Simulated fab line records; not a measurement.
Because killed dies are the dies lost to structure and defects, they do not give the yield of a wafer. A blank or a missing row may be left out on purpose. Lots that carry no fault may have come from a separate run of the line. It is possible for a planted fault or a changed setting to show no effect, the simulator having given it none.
fab line records	flow rit_cmos
record lots=6	wafers=18	last_day=6
route steps=202 shown SDANNEAL@156 PSD@157 NSD@158 PLDD@159 NLDD@160 SILICIDE@161 CONTACT@168 M1@202
lots that met no fault: taken from a fault-free run of the same line
start_h: hours from the record's opening day to when the first of the lot's shown wafers began	wait_h: hours since the lot's step before	" the same as in the row above	L1.1+2: several wafers, shown together as one row	- either no value or no given start	* or withheld: withheld	< > ~ a bound
route shown NAME@n: a module of which the file shows steps, and the number in the route of the first	usual: the fault-free wafers' mean and standard deviation	same: alike in all rows	chamber/n: place in a boat	sites: readings site by site	_std_site: how widely they spread, as a standard deviation	_edge_site: inner sites' mean taken away from outer sites' mean	radius_mm: for every site, how far away it sits from the centre of the wafer	mask NAME#n: copy n	behind: tool/chamber where the wafer was last shaped	hold: reason for holding the lot/hours on hold/outcome of the hold	device: which transistor (n, p or np) failed to switch	end of line: the same wafers' tests at the end of the route	a step without rows: its recipe alone	killed: count of dies lost to structure and defects at first sort (not the wafer's yield)	map: the dies of a wafer, with x for killed, . for not killed, _ for no die there
set.NAME: the setting as run; set.NAME@STEP: as run at that earlier step	model.NAME: the simulator's own value behind a step, which no gauge read
lots seen at some steps along the route; tables by step, rows by wafer
services: a tool's chamber out of use, with start hour (start_h, from the record's first day; less than 0 if before it), hours out, and reason
## steps
# step RIT_SDANNEAL_RTA_03
# recipe temp_c=1050	time_s=5	idle_temp_c=600	ramp_up_c_per_s=342	ramp_down_c_per_s=171	cool_to_c=600	ambient=N2
# usual chamber_o2_ppm=1.998/0.022	ramp_down_c_per_s=171.00/0.03	ramp_up_c_per_s=341.99/0.061	wafer_temp_C_max=1053.7/1.2
lot.wafer	tool	chamber	start_h	wait_h	chamber_o2_ppm	ramp_down_c_per_s	ramp_up_c_per_s	wafer_temp_C_max
L595.1	rtp_anneal-02	0	120.42	0.0	1.993	170.99	342.02	1052.4
L595.4	"	0	"	"	2.016	170.98	342.09	1055.0
L595.6	"	0	"	"	2.014	171.02	342.03	1052.5
L597.1	rtp_anneal-02	0	126.96	0.0	2.033	171.03	341.94	1053.0
L597.3	"	0	"	"	1.981	171.04	341.98	1053.6
L597.6	"	0	"	"	1.981	170.99	342.03	1053.6
L598.3	rtp_anneal-01	0	130.78	0.0	1.996	170.98	341.99	1054.2
L598.5	"	0	"	"	2.001	171.03	341.95	1052.0
L598.6	"	0	"	"	2.015	171.02	342.07	1053.3
L599.2	rtp_anneal-02	0	140.94	0.0	1.971	171.03	342.02	1054.3
L599.5	"	0	"	"	1.986	171.02	342.09	1052.4
L599.6	"	0	"	"	1.960	171.01	342.03	1053.9
L600.2	rtp_anneal-01	0	144.02	0.0	2.006	171.04	342.02	1052.9
L600.3	"	0	"	"	2.034	170.97	341.93	1051.6
L600.6	"	0	"	"	2.001	171.03	342.01	1054.0
L601.2	rtp_anneal-02	0	146.86	0.0	2.063	171.03	342.15	1054.0
L601.3	"	0	"	"	2.026	171.04	341.98	1053.5
L601.6	"	0	"	"	2.042	171.06	341.92	1053.3
# step RIT_SDANNEAL_RS_MEAS_04
# recipe thk_meas_gauge=four-point-probe
# usual PSD_RS=116.95/0.23
lot.wafer	tool	chamber	start_h	wait_h	PSD_RS[ohm/sq]
L595.1	film_metro-01	-	120.48	0.0	116.86
L595.4	"	-	"	"	116.75
L595.6	"	-	"	"	116.39
L597.1	film_metro-02	-	127.02	0.0	116.94
L597.3	"	-	"	"	117.04
L597.6	"	-	"	"	117.01
L598.3	film_metro-02	-	130.86	0.1	117.18
L598.5	"	-	"	"	117.02
L598.6	"	-	"	"	117.32
L599.2	film_metro-03	-	141.01	0.1	116.94
L599.5	"	-	"	"	117.13
L599.6	"	-	"	"	116.70
L600.2	film_metro-02	-	144.08	0.1	116.87
L600.3	"	-	"	"	116.86
L600.6	"	-	"	"	116.42
L601.2	film_metro-02	-	146.93	0.1	117.04
L601.3	"	-	"	"	116.60
L601.6	"	-	"	"	116.70
# step RIT_SDANNEAL_RS_MEAS_05
# recipe thk_meas_gauge=four-point-probe
# usual NSD_RS=84.70/0.24
lot.wafer	tool	chamber	start_h	wait_h	NSD_RS[ohm/sq]
L595.1	film_metro-01	-	120.60	0.1	84.30
L595.4	"	-	"	"	84.42
L595.6	"	-	"	"	84.70
L597.1	film_metro-02	-	127.14	0.1	84.81
L597.3	"	-	"	"	84.88
L597.6	"	-	"	"	84.64
L598.3	film_metro-02	-	130.98	0.1	84.48
L598.5	"	-	"	"	84.37
L598.6	"	-	"	"	84.44
L599.2	film_metro-03	-	141.13	0.1	84.68
L599.5	"	-	"	"	84.62
L599.6	"	-	"	"	84.59
L600.2	film_metro-02	-	144.20	0.1	84.32
L600.3	"	-	"	"	84.68
L600.6	"	-	"	"	84.73
L601.2	film_metro-02	-	147.05	0.1	84.49
L601.3	"	-	"	"	84.78
L601.6	"	-	"	"	84.84
# step RIT_SDANNEAL_RS_MEAS_06
# recipe thk_meas_gauge=four-point-probe
# usual PLDD_RS=179.1/0.4
lot.wafer	tool	chamber	start_h	wait_h	PLDD_RS[ohm/sq]
L595.1	film_metro-01	-	120.72	0.1	179.3
L595.4	"	-	"	"	178.9
L595.6	"	-	"	"	179.6
L597.1	film_metro-02	-	127.26	0.1	178.7
L597.3	"	-	"	"	178.5
L597.6	"	-	"	"	179.0
L598.3	film_metro-02	-	131.10	0.1	178.8
L598.5	"	-	"	"	179.5
L598.6	"	-	"	"	179.0
L599.2	film_metro-03	-	141.25	0.1	179.2
L599.5	"	-	"	"	179.2
L599.6	"	-	"	"	178.8
L600.2	film_metro-02	-	144.32	0.1	179.3
L600.3	"	-	"	"	178.9
L600.6	"	-	"	"	178.9
L601.2	film_metro-02	-	147.17	0.1	179.3
L601.3	"	-	"	"	178.7
L601.6	"	-	"	"	179.4
# step RIT_SDANNEAL_RS_MEAS_07
# recipe thk_meas_gauge=four-point-probe
# usual NLDD_RS=151.6/0.63
lot.wafer	tool	chamber	start_h	wait_h	NLDD_RS[ohm/sq]
L595.1	film_metro-01	-	120.84	0.1	152.2
L595.4	"	-	"	"	152.3
L595.6	"	-	"	"	152.0
L597.1	film_metro-02	-	127.38	0.1	151.5
L597.3	"	-	"	"	151.5
L597.6	"	-	"	"	151.6
L598.3	film_metro-02	-	131.22	0.1	152.0
L598.5	"	-	"	"	152.1
L598.6	"	-	"	"	151.6
L599.2	film_metro-03	-	141.37	0.1	152.3
L599.5	"	-	"	"	152.5
L599.6	"	-	"	"	152.3
L600.2	film_metro-02	-	144.44	0.1	151.3
L600.3	"	-	"	"	151.5
L600.6	"	-	"	"	151.2
L601.2	film_metro-02	-	147.29	0.1	150.6
L601.3	"	-	"	"	150.9
L601.6	"	-	"	"	151.4
# step RIT_SILICIDE_WET_ETCH_00
# recipe chemistry=BOE	target=SiO2	target_depth_nm=14	time_s=15	dry=n2_spin	dilution=10:1	temp_c=21.5
# step RIT_SILICIDE_SPUTTER_01
# recipe material=Ti	target_thk_nm=30	power_w=350	chamber_pressure_pa=0.667	gas=Ar	time_s=240	substrate_temp_c=25
# usual throttle_valve_pct=30.0/0.88
lot.wafer	tool	chamber	start_h	wait_h	throttle_valve_pct
L595.1	pvd_sputter-02	-	120.98	0.0	29.3
L595.4	"	-	"	"	29.4
L595.6	"	-	"	"	29.5
L597.1	pvd_sputter-03	-	127.51	0.0	30.8
L597.3	"	-	"	"	30.0
L597.6	"	-	"	"	30.9
L598.3	pvd_sputter-04	-	131.31	0.0	30.6
L598.5	"	-	"	"	30.2
L598.6	"	-	"	"	30.5
L599.2	pvd_sputter-03	-	141.48	0.0	29.8
L599.5	"	-	"	"	31.2
L599.6	"	-	"	"	30.5
L600.2	pvd_sputter-04	-	144.56	0.0	28.7
L600.3	"	-	"	"	30.6
L600.6	"	-	"	"	30.6
L601.2	pvd_sputter-03	-	147.40	0.0	29.1
L601.3	"	-	"	"	30.5
L601.6	"	-	"	"	31.0
# step RIT_SILICIDE_RS_MEAS_02
# recipe thk_meas_gauge=four-point-probe	reads=Ti_of_SILICIDE_SPUTTER_01
# usual SILICIDE_TI_RS=48.1/0.85
lot.wafer	tool	chamber	start_h	wait_h	SILICIDE_TI_RS[ohm/sq]
L595.1	film_metro-04	-	121.13	0.1	49.1
L595.4	"	-	"	"	47.9
L595.6	"	-	"	"	48.8
L597.1	film_metro-04	-	127.66	0.1	47.6
L597.3	"	-	"	"	49.5
L597.6	"	-	"	"	48.4
L598.3	film_metro-01	-	131.50	0.1	49.3
L598.5	"	-	"	"	48.8
L598.6	"	-	"	"	49.8
L599.2	film_metro-01	-	141.65	0.1	49.2
L599.5	"	-	"	"	47.3
L599.6	"	-	"	"	46.6
L600.2	film_metro-04	-	144.73	0.1	49.9
L600.3	"	-	"	"	49.0
L600.6	"	-	"	"	49.0
L601.2	film_metro-04	-	147.57	0.1	48.0
L601.3	"	-	"	"	47.0
L601.6	"	-	"	"	47.8
# step RIT_SILICIDE_THK_MEAS_03
# recipe thk_meas_gauge=xrf	reads=Ti_of_SILICIDE_SPUTTER_01
# usual SILICIDE_TI_THK=29.8/0.49
lot.wafer	tool	chamber	start_h	wait_h	SILICIDE_TI_THK[nm]
L595.1	film_metro-04	-	121.25	0.1	29.4
L595.4	"	-	"	"	29.8
L595.6	"	-	"	"	29.4
L597.1	film_metro-04	-	127.78	0.1	29.9
L597.3	"	-	"	"	29.1
L597.6	"	-	"	"	29.6
L598.3	film_metro-01	-	131.60	0.1	29.4
L598.5	"	-	"	"	29.6
L598.6	"	-	"	"	29.2
L599.2	film_metro-01	-	141.76	0.1	29.6
L599.5	"	-	"	"	30.4
L599.6	"	-	"	"	30.8
L600.2	film_metro-04	-	144.84	0.1	29.0
L600.3	"	-	"	"	29.4
L600.6	"	-	"	"	29.3
L601.2	film_metro-04	-	147.68	0.1	29.9
L601.3	"	-	"	"	30.2
L601.6	"	-	"	"	29.9
# step RIT_SILICIDE_RTA_04
# recipe temp_c=650	time_s=10	idle_temp_c=25	ramp_up_s=5	ramp_down_s=5	cool_to_c=25	ambient=N2
# usual chamber_o2_ppm=2.002/0.019	wafer_temp_C_max=652.7/0.87
lot.wafer	tool	chamber	start_h	wait_h	chamber_o2_ppm	wafer_temp_C_max
L595.1	rtp_anneal-01	0	121.31	0.1	2.008	651.4
L595.4	"	0	"	"	2.015	652.7
L595.6	"	0	"	"	2.003	652.4
L597.1	rtp_anneal-01	0	127.84	0.1	2.018	652.1
L597.3	"	0	"	"	2.010	651.9
L597.6	"	0	"	"	2.019	652.3
L598.3	rtp_anneal-02	0	131.67	0.1	2.027	652.4
L598.5	"	0	"	"	1.994	652.7
L598.6	"	0	"	"	1.987	653.8
L599.2	rtp_anneal-01	0	141.82	0.1	1.997	652.1
L599.5	"	0	"	"	2.008	651.7
L599.6	"	0	"	"	1.975	651.7
L600.2	rtp_anneal-02	0	144.90	0.1	2.008	653.3
L600.3	"	0	"	"	2.032	653.2
L600.6	"	0	"	"	2.004	653.5
L601.2	rtp_anneal-01	0	147.74	0.1	2.016	652.1
L601.3	"	0	"	"	2.009	651.9
L601.6	"	0	"	"	1.982	652.2
# step RIT_SILICIDE_WET_ETCH_05
# recipe chemistry=SPM	target=Ti	temp_c=90	time_s=120	dry=n2_spin
# step RIT_SILICIDE_RTA_06
# recipe temp_c=750	time_s=10	idle_temp_c=25	ramp_up_s=5	ramp_down_s=10	cool_to_c=25	ambient=N2
# usual chamber_o2_ppm=1.995/0.02	wafer_temp_C_max=753.0/0.89
lot.wafer	tool	chamber	start_h	wait_h	chamber_o2_ppm	wafer_temp_C_max
L595.1	rtp_anneal-02	0	121.41	0.0	2.039	753.3
L595.4	"	0	"	"	2.049	753.2
L595.6	"	0	"	"	2.021	753.8
L597.1	rtp_anneal-02	0	127.95	0.0	1.991	753.1
L597.3	"	0	"	"	1.986	754.1
L597.6	"	0	"	"	1.981	753.1
L598.3	rtp_anneal-01	0	131.78	0.0	2.010	751.7
L598.5	"	0	"	"	1.999	751.6
L598.6	"	0	"	"	2.000	751.7
L599.2	rtp_anneal-02	0	141.93	0.0	1.989	754.2
L599.5	"	0	"	"	2.003	754.1
L599.6	"	0	"	"	2.014	753.7
L600.2	rtp_anneal-01	0	145.01	0.0	1.983	752.1
L600.3	"	0	"	"	1.991	751.6
L600.6	"	0	"	"	1.973	751.5
L601.2	rtp_anneal-02	0	147.85	0.0	1.979	753.6
L601.3	"	0	"	"	1.955	752.9
L601.6	"	0	"	"	1.961	753.8
# step RIT_CONTACT_CVD_00
# recipe material=SiO2	target_thk_nm=400	precursor=TEOS	temp_c=390	time_s=61	rf_w=400
# usual heater_power_w=350/48	rf_fwd_power_W=396.4/1.4
lot.wafer	tool	chamber	start_h	wait_h	heater_power_w	rf_fwd_power_W
L595.1	pecvd-02	2	121.48	0.1	295	395.9
L595.4	"	2	"	"	305	396.4
L595.6	"	0	"	"	313	396.7
L597.1	pecvd-01	1	128.02	0.1	353	395.3
L597.3	"	2	"	"	285	395.9
L597.6	"	0	"	"	390	397.4
L598.3	pecvd-02	2	131.82	0.0	336	399.0
L598.5	"	2	"	"	336	397.8
L598.6	"	0	"	"	431	397.5
L599.2	pecvd-04	0	141.99	0.0	364	396.1
L599.5	"	0	"	"	278	396.1
L599.6	"	1	"	"	346	395.8
L600.2	pecvd-01	1	145.06	0.0	-	-
L600.3	"	0	"	"	-	-
L600.6	"	1	"	"	-	-
L601.2	pecvd-02	1	147.90	0.0	-	-
L601.3	"	2	"	"	-	-
L601.6	"	0	"	"	-	-
# step RIT_CONTACT_HMDS_02
# recipe prime_time_s=60	prime_temp_c=140
# step RIT_CONTACT_COAT_03
# recipe resist=NOVOLAK	spin_rpm=3250	resist_thk_nm=1000
# step RIT_CONTACT_SOFTBAKE_04
# recipe resist=NOVOLAK	temp_c=90	time_s=60
# step RIT_CONTACT_EXPOSE_05
# recipe mask_id=M11	na=0.6	source_shape=conventional	sigma_outer=0.5	target_cd_nm=1000	dose_mj=250
# step RIT_CONTACT_PEB_06
# recipe resist=NOVOLAK	temp_c=withheld	time_s=withheld
# step RIT_CONTACT_DEVELOP_07
# recipe resist=NOVOLAK	develop_time_s=120	dev_temp_c=24.23
# step RIT_CONTACT_CD_MEAS_08
# recipe target_cd_nm=1000
# usual cd_nm=999.5/2.3
lot.wafer	tool	chamber	start_h	wait_h	cd_nm
L595.1	cd_sem-01	-	122.68	-	1001.5
L595.4	"	-	"	"	1000.8
L595.6	"	-	"	"	1001.4
L597.1	cd_sem-01	-	129.09	-	995.5
L597.3	"	-	"	"	993.9
L597.6	"	-	"	"	996.3
L598.3	cd_sem-02	-	132.95	-	998.6
L598.5	"	-	"	"	1001.1
L598.6	"	-	"	"	1000.8
L599.2	cd_sem-02	-	143.09	-	1003.7
L599.5	"	-	"	"	1001.0
L599.6	"	-	"	"	1003.6
L600.2	cd_sem-02	-	146.16	-	997.0
L600.3	"	-	"	"	997.6
L600.6	"	-	"	"	996.8
L601.2	cd_sem-01	-	149.13	-	997.7
L601.3	"	-	"	"	997.3
L601.6	"	-	"	"	999.7
# step RIT_CONTACT_OVL_MEAS_09
# usual CONTACT_OVL=-1.0/1.4
lot.wafer	tool	chamber	start_h	wait_h	CONTACT_OVL[nm]
L595.1	overlay-02	-	122.80	0.1	-0.7
L595.4	"	-	"	"	-1.1
L595.6	"	-	"	"	0.0
L597.1	overlay-01	-	129.21	0.1	-1.1
L597.3	"	-	"	"	-1.2
L597.6	"	-	"	"	-1.5
L598.3	overlay-02	-	133.04	0.1	-3.2
L598.5	"	-	"	"	-2.7
L598.6	"	-	"	"	-2.9
L599.2	overlay-02	-	143.19	0.1	-2.8
L599.5	"	-	"	"	-0.2
L599.6	"	-	"	"	-1.2
L600.2	overlay-02	-	146.27	0.1	-1.5
L600.3	"	-	"	"	-1.3
L600.6	"	-	"	"	-2.0
L601.2	overlay-01	-	149.23	0.1	0.1
L601.3	"	-	"	"	1.7
L601.6	"	-	"	"	1.0
# step RIT_CONTACT_HARDBAKE_10
# recipe resist=NOVOLAK	temp_c=140	time_s=60
# step RIT_CONTACT_ETCH_11
# recipe target_depth_a=4800	over_etch_frac=0.2	stop_on=TiSi2	chemistry=CHF3/CF4/Ar	target=SiO2	CHF3_flow_sccm=50	cf4_flow_sccm=10	Ar_flow_sccm=100	O2_flow_sccm=5	pressure_mtorr=100	rf_w=200	time_s=320
# usual drypump_motor_current_A=5.9/0.41	oes_product_au=0.985/0.0097	throttle_valve_pct=8.91/0.17
lot.wafer	tool	chamber	start_h	wait_h	drypump_motor_current_A	oes_product_au	rf_hours_counter_h	throttle_valve_pct	model.etch.depth_nm	model.CONTACT.feature_depth_nm
L595.1	rie_diel-02	1	123.04	0.1	5.9	1.004	125	9.11	397	397
L595.4	"	0	"	"	5.7	0.983	84	9.03	401.8	401.8
L595.6	"	1	"	"	5.9	0.999	-	9.12	395.3	395.3
L597.1	rie_diel-04	0	129.40	0.1	6.1	0.966	18	8.73	406.6	406.6
L597.3	"	2	"	"	6.1	0.993	15	9.03	394.2	394.2
L597.6	"	0	"	"	6.1	0.975	-	8.74	412.6	412.6
L598.3	rie_diel-03	1	133.21	0.1	6.0	0.982	49	8.55	391.9	391.9
L598.5	"	2	"	"	5.6	0.980	-	8.93	396.7	396.7
L598.6	"	3	"	"	5.7	0.989	-	8.76	391.3	391.3
L599.2	rie_diel-02	3	143.37	0.1	6.0	0.975	53	8.78	390.2	390.2
L599.5	"	1	"	"	6.0	0.998	-	9.12	395.1	395.1
L599.6	"	3	"	"	6.0	0.973	-	8.78	398.8	398.8
L600.2	rie_diel-03	2	146.45	0.1	5.6	0.924	112	8.93	0	1e-09
L600.3	"	0	"	"	6.4	0.951	92	8.99	0	1e-09
L600.6	"	1	"	"	6.0	0.922	-	8.54	0	1e-09
L601.2	rie_diel-02	3	149.41	0.1	6.0	0.923	54	8.79	0	1e-09
L601.3	"	1	"	"	5.9	0.941	126	9.11	0	1e-09
L601.6	"	3	"	"	6.1	0.915	-	8.77	0	1e-09
# step RIT_CONTACT_STRIP_12
# recipe chemistry=O2	time_s=180	resist=NOVOLAK	platen_temp_c=withheld	power_w=500	pressure_mtorr=4000	o2_flow_sccm=4000
# usual drypump_motor_current_A=5.9/0.67
lot.wafer	tool	chamber	start_h	wait_h	drypump_motor_current_A	rf_hours_counter_h
L595.1	plasma_asher-02	0	123.23	0.1	4.6	1
L595.4	"	0	"	"	4.6	-
L595.6	"	1	"	"	6.4	-
L597.1	plasma_asher-03	1	129.59	0.1	5.1	33
L597.3	"	0	"	"	6.1	-
L597.6	"	0	"	"	6.1	-
L598.3	plasma_asher-02	1	133.46	0.2	6.4	-
L598.5	"	0	"	"	4.6	-
L598.6	"	1	"	"	6.4	-
L599.2	plasma_asher-03	0	143.57	0.1	6.1	34
L599.5	"	0	"	"	6.1	-
L599.6	"	1	"	"	5.0	-
L600.2	plasma_asher-03	1	146.64	0.1	5.1	35
L600.3	"	1	"	"	5.1	-
L600.6	"	1	"	"	5.0	-
L601.2	plasma_asher-01	1	149.61	0.1	6.0	51
L601.3	"	1	"	"	6.0	-
L601.6	"	0	"	"	6.6	-
# step RIT_CONTACT_CD_MEAS_90
# recipe target_cd_nm=1000
# usual cd_nm=999.6/2.4
lot.wafer	tool	chamber	start_h	wait_h	cd_nm
L595.1	cd_sem-01	-	123.41	0.1	1001.6
L595.4	"	-	"	"	1001.6
L595.6	"	-	"	"	1001.3
L597.1	cd_sem-02	-	129.77	0.1	995.9
L597.3	"	-	"	"	993.8
L597.6	"	-	"	"	995.5
L598.3	cd_sem-02	-	133.62	0.1	998.9
L598.5	"	-	"	"	1000.8
L598.6	"	-	"	"	1000.1
L599.2	cd_sem-01	-	143.76	0.1	1003.4
L599.5	"	-	"	"	1002.0
L599.6	"	-	"	"	1003.1
L600.2	cd_sem-01	-	146.84	0.1	-
L600.3	"	-	"	"	-
L600.6	"	-	"	"	-
L601.2	cd_sem-02	-	149.80	0.1	-
L601.3	"	-	"	"	-
L601.6	"	-	"	"	-
# step RIT_CONTACT_CLEAN_13
# recipe chemistry=SC1	mix=3:3:50	time_s=600	temp_c=75
# step RIT_M1_PROBE_99
# usual killed_at_contacts=0.1/0.23	killed_at_front_end=6/3.2	killed_dies=7/3.2	killed_on_rim=1.7/1.4	killed_open=3.4/1.8	killed_short=3.2/2.3
# same gross_dies=264	killed_at_M0_to_M3=0	killed_at_M4_up=0	killed_at_back_side=0	killed_at_other=0
lot.wafer	tool	chamber	start_h	wait_h	killed_at_contacts	killed_at_front_end	killed_dies	killed_on_rim	killed_open	killed_short
L595.1	prober-02	-	128.03	0.1	0	2	2	0	2	0
L595.4	prober-02	-	128.18	0.2	0	4	4	0	3	1
L595.6	prober-02	-	128.28	0.2	0	1	1	0	1	0
L597.1	prober-02	-	134.38	0.1	0	8	8	3	5	3
L597.3	prober-02	-	134.48	0.2	0	5	5	2	3	2
L597.6	prober-02	-	134.63	0.2	0	3	3	0	1	2
L598.3	prober-01	-	138.33	0.2	0	6	6	1	3	3
L598.5	prober-01	-	138.43	0.2	0	4	4	0	2	2
L598.6	prober-01	-	138.48	0.2	0	4	4	1	1	3
L600.2	prober-01	-	151.55	0.1	261	3	264	70	0	3
L600.3	prober-01	-	151.60	0.2	263	1	264	70	1	0
L600.6	prober-01	-	151.75	0.2	260	4	264	70	4	0
L601.2	prober-02	-	154.44	0.1	264	0	264	70	0	0
L601.3	prober-02	-	154.49	0.2	262	2	264	70	0	2
L601.6	prober-02	-	154.64	0.2	263	1	264	70	0	1
# killed by level:class
L595.1 REOX:geometric_particle:open=1 SPACER:geometric_particle:open=1
L595.4 SPACER:geometric_particle:open=2 FOX1:geometric_particle:open=1 SPACER:geometric_particle:short=1
L595.6 GATE:geometric_particle:open=1
L597.1 GATE:geometric_particle:open=3 FOX2:geometric_particle:open=1 FOX2:geometric_particle:short=1 GATE:geometric_particle:short=1 SILICIDE:geometric_particle:open=1 SILICIDE:geometric_particle:short=1
L597.3 FOX1:geometric_particle:short=1 FOX1:geometric_particle:open=1 FOX2:geometric_particle:open=1 FOX2:geometric_particle:short=1 SPACER:geometric_particle:open=1
L597.6 GATE:geometric_particle:short=1 SPACER:geometric_particle:short=1 SILICIDE:geometric_particle:open=1
L598.3 GATE:geometric_particle:short=2 FOX1:geometric_particle:short=1 FOX1:geometric_particle:open=1 GATE:geometric_particle:open=1 REOX:geometric_particle:open=1
L598.5 FOX2:geometric_particle:open=1 GATE:geometric_particle:short=1 GATE:geometric_particle:open=1 REOX:geometric_particle:short=1
L598.6 SILICIDE:geometric_particle:short=1 GATE:geometric_particle:open=1 GATE:geometric_particle:short=1 REOX:geometric_particle:short=1
L600.2 CONTACT:lost_pattern=261 GATE:geometric_particle:short=2 SPACER:geometric_particle:short=1
L600.3 CONTACT:lost_pattern=263 SILICIDE:geometric_particle:open=1
L600.6 CONTACT:lost_pattern=257 GATE:geometric_particle:open=3 CONTACT:area_cvd=3 SILICIDE:geometric_particle:open=1
L601.2 CONTACT:lost_pattern=262 CONTACT:area_cvd=2
L601.3 CONTACT:lost_pattern=262 GATE:geometric_particle:short=2
L601.6 CONTACT:lost_pattern=260 CONTACT:area_cvd=3 GATE:geometric_particle:short=1
# map L600.2 (x killed, . not)
________xxxxxxx_______
_____xxxxxxxxxxxxx____
____xxxxxxxxxxxxxxx___
___xxxxxxxxxxxxxxxxx__
__xxxxxxxxxxxxxxxxxxx_
__xxxxxxxxxxxxxxxxxxx_
_xxxxxxxxxxxxxxxxxxxxx
_xxxxxxxxxxxxxxxxxxxxx
_xxxxxxxxxxxxxxxxxxxxx
_xxxxxxxxxxxxxxxxxxxxx
__xxxxxxxxxxxxxxxxxxx_
__xxxxxxxxxxxxxxxxxxx_
___xxxxxxxxxxxxxxxxx__
____xxxxxxxxxxxxxxx___
_____xxxxxxxxxxxxx____
________xxxxxxx_______
# map L601.2 (x killed, . not)
________xxxxxxx_______
_____xxxxxxxxxxxxx____
____xxxxxxxxxxxxxxx___
___xxxxxxxxxxxxxxxxx__
__xxxxxxxxxxxxxxxxxxx_
__xxxxxxxxxxxxxxxxxxx_
_xxxxxxxxxxxxxxxxxxxxx
_xxxxxxxxxxxxxxxxxxxxx
_xxxxxxxxxxxxxxxxxxxxx
_xxxxxxxxxxxxxxxxxxxxx
__xxxxxxxxxxxxxxxxxxx_
__xxxxxxxxxxxxxxxxxxx_
___xxxxxxxxxxxxxxxxx__
____xxxxxxxxxxxxxxx___
_____xxxxxxxxxxxxx____
________xxxxxxx_______
## services
tool	chamber	start_h	hours	kind
plasma_asher-02	-	108.75	9.0	pm
plasma_asher-02	0	108.75	9.0	vent_cycle
plasma_asher-02	1	108.75	9.0	vent_cycle
plasma_asher-03	-	111.20	2.5	repair
plasma_asher-02	0	117.75	-	clean
plasma_asher-02	1	117.75	-	clean
pvd_sputter-03	-	117.98	9.1	repair
rie_diel-02	0	125.95	1.6	repair
rie_diel-02	2	135.33	16.1	repair
rie_diel-04	3	136.91	9.2	repair
rie_diel-03	3	140.91	4.5	repair
## key
first_sign step=RIT_CONTACT_CVD_00	reading=tool_record	direction=missing
effect step=RIT_CONTACT_ETCH_11	reading=oes_product_au	direction=down	sigmas=5.8	usual=0.985	struck=0.929
effect step=RIT_CONTACT_CD_MEAS_90	reading=cd_nm	direction=missing
effect step=RIT_M1_PROBE_99	reading=killed_at_contacts	direction=up	sigmas=99+	usual=0.1	struck=262.2
model_effect step=RIT_CONTACT_ETCH_11	value=etch.depth_nm	without=404.9	struck=0
met_at RIT_CONTACT_CVD_00
struck_wafers L600.2,L600.3,L600.6,L601.2,L601.3,L601.6
later_rows_left_out L600.2,L600.3,L600.6,L601.2,L601.3,L601.6
tester_left_out L600,L601
onset_between 141.99 145.06
fault kind=skipped_step_whole	tool=pecvd-01,pecvd-02,pecvd-04	chamber=-	onset_h=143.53	steps=RIT_CONTACT_CVD_00	scope=struck_lots_only
# tester_left_out: of these lots the tester's yield and bins aren't shown, on N5 and GAA mostly nor the transistor test; their killed dies are dies lost to structure and defects alone, not to doping, threshold or leakage, so they don't give the yield
# later_rows_left_out: the simulator's readings of these wafers behind a module that went badly wrong aren't trusted and aren't shown, but for the sort
